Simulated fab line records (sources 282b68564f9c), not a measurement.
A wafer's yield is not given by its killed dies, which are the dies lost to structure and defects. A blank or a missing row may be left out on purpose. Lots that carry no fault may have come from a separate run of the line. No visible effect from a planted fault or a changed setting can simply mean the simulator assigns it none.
Which tool was responsible? || flow rit_cmos || 15 lots with 45 wafers sampled at 2 steps, on a route of 202 steps

== WHAT THE GAUGES SHOWED, per wafer ==
RIT_REOX_THK_MEAS_04. Usual: REOX_OXIDE_THK gives 25.5 nm (standard deviation 0.56).
{"lot": "L962", "measured": "day 2 21:43", "on": "film_metro-02", "REOX_OXIDE_THK (nm)": "24.4 24.8 24.7", "flag": ""}
{"lot": "L964", "measured": "day 3 09:07", "on": "film_metro-02", "REOX_OXIDE_THK (nm)": "25.3 25.1 24.8", "flag": ""}
{"lot": "L965", "measured": "day 3 12:34", "on": "film_metro-04", "REOX_OXIDE_THK (nm)": "25.1 24.5 24.7", "flag": ""}
{"lot": "L966", "measured": "day 3 19:07", "on": "film_metro-03", "REOX_OXIDE_THK (nm)": "25.7 25.8 25.9", "flag": ""}
{"lot": "L967", "measured": "day 3 23:40", "on": "film_metro-02", "REOX_OXIDE_THK (nm)": "25.2 25.5 25.5", "flag": ""}
{"lot": "L968", "measured": "day 4 03:53", "on": "film_metro-03", "REOX_OXIDE_THK (nm)": "25.3 25.1 25.4", "flag": ""}
{"lot": "L969", "measured": "day 4 09:47", "on": "film_metro-04", "REOX_OXIDE_THK (nm)": "24.8 24.7 24.5", "flag": ""}
{"lot": "L973", "measured": "day 5 07:46", "on": "film_metro-04", "REOX_OXIDE_THK (nm)": "40.5 39.5 40.3", "flag": "OFF"}
{"lot": "L974", "measured": "day 5 10:33", "on": "film_metro-02", "REOX_OXIDE_THK (nm)": "25.8 25.8 25.7", "flag": ""}
{"lot": "L975", "measured": "day 5 15:04", "on": "film_metro-04", "REOX_OXIDE_THK (nm)": "26.1 26.0 26.3", "flag": ""}
{"lot": "L976", "measured": "day 6 00:35", "on": "film_metro-04", "REOX_OXIDE_THK (nm)": "40.4 40.4 40.3", "flag": "OFF"}
{"lot": "L977", "measured": "day 6 05:31", "on": "film_metro-02", "REOX_OXIDE_THK (nm)": "41.5 41.6 41.7", "flag": "OFF"}
{"lot": "L980", "measured": "day 6 19:29", "on": "film_metro-03", "REOX_OXIDE_THK (nm)": "25.3 24.8 25.2", "flag": ""}
{"lot": "L982", "measured": "day 7 02:07", "on": "film_metro-04", "REOX_OXIDE_THK (nm)": "25.3 25.6 25.9", "flag": ""}
{"lot": "L984", "measured": "day 7 11:12", "on": "film_metro-03", "REOX_OXIDE_THK (nm)": "25.8 26.0 25.9", "flag": ""}

== EACH LOT AND THE TOOL THAT RAN IT (in order: tool; ch and the chambers of the sampled wafers; start) ==
{"lot": "L962", "RIT_REOX_OXIDATION_03": "furnace-02 ch 0, day 2 19:10"}
{"lot": "L964", "RIT_REOX_OXIDATION_03": "furnace-01 ch 0, day 3 06:32"}
{"lot": "L965", "RIT_REOX_OXIDATION_03": "furnace-01 ch 0, day 3 09:59"}
{"lot": "L966", "RIT_REOX_OXIDATION_03": "furnace-03 ch 0, day 3 16:34"}
{"lot": "L967", "RIT_REOX_OXIDATION_03": "furnace-03 ch 0, day 3 21:07"}
{"lot": "L968", "RIT_REOX_OXIDATION_03": "furnace-02 ch 0, day 4 01:20"}
{"lot": "L969", "RIT_REOX_OXIDATION_03": "furnace-01 ch 0, day 4 07:14"}
{"lot": "L973", "RIT_REOX_OXIDATION_03": "furnace-03 ch 0, day 5 02:29"}
{"lot": "L974", "RIT_REOX_OXIDATION_03": "furnace-02 ch 0, day 5 08:00"}
{"lot": "L975", "RIT_REOX_OXIDATION_03": "furnace-02 ch 0, day 5 12:31"}
{"lot": "L976", "RIT_REOX_OXIDATION_03": "furnace-01 ch 0, day 5 18:44 and furnace-03 ch 0, day 5 22:02"}
{"lot": "L977", "RIT_REOX_OXIDATION_03": "furnace-01 ch 0, day 6 00:15"}
{"lot": "L980", "RIT_REOX_OXIDATION_03": "furnace-02 ch 0, day 6 16:55"}
{"lot": "L982", "RIT_REOX_OXIDATION_03": "furnace-03 ch 0, day 6 23:33"}
{"lot": "L984", "RIT_REOX_OXIDATION_03": "furnace-01 ch 0, day 7 08:38"}
- RIT_REOX_OXIDATION_03: target thk 25.2 nm, ox time 5580 s.

== AS READ BY THE TOOLS THEMSELVES (means over the sampled wafers that have a number; for cases with no such wafer, the mark the record gives instead) ==
The record holds no such reading with a usual standard deviation.

== THE ANSWER, worked out from the rows above alone ==
Rule: lot off if the mean of its wafers having a number is beyond 3 standard deviations from the usual mean. A lot without any number at a reading at which 4 lots or more have one is off too. Where the step has rows for the other lots, those lots are counted as sound. First the gauges in route order, then the tools' own readings, where a lot's mean is used as printed above. The first step at which some lot is off is used, and at that step the reading that is off furthest; a lot without a number counts as furthest.
Off: at RIT_REOX_THK_MEAS_04 (REOX_OXIDE_THK), L973, L976, L977.
If a tool, at a process step before that reading, ran all the lots that are off and no sound lot after the first of them, it fits. Those tools and the gauges at RIT_REOX_THK_MEAS_04 are tried in the same way. No candidate that was tried fits.

== WHAT HAD BEEN PUT IN BY THE SIMULATOR ==
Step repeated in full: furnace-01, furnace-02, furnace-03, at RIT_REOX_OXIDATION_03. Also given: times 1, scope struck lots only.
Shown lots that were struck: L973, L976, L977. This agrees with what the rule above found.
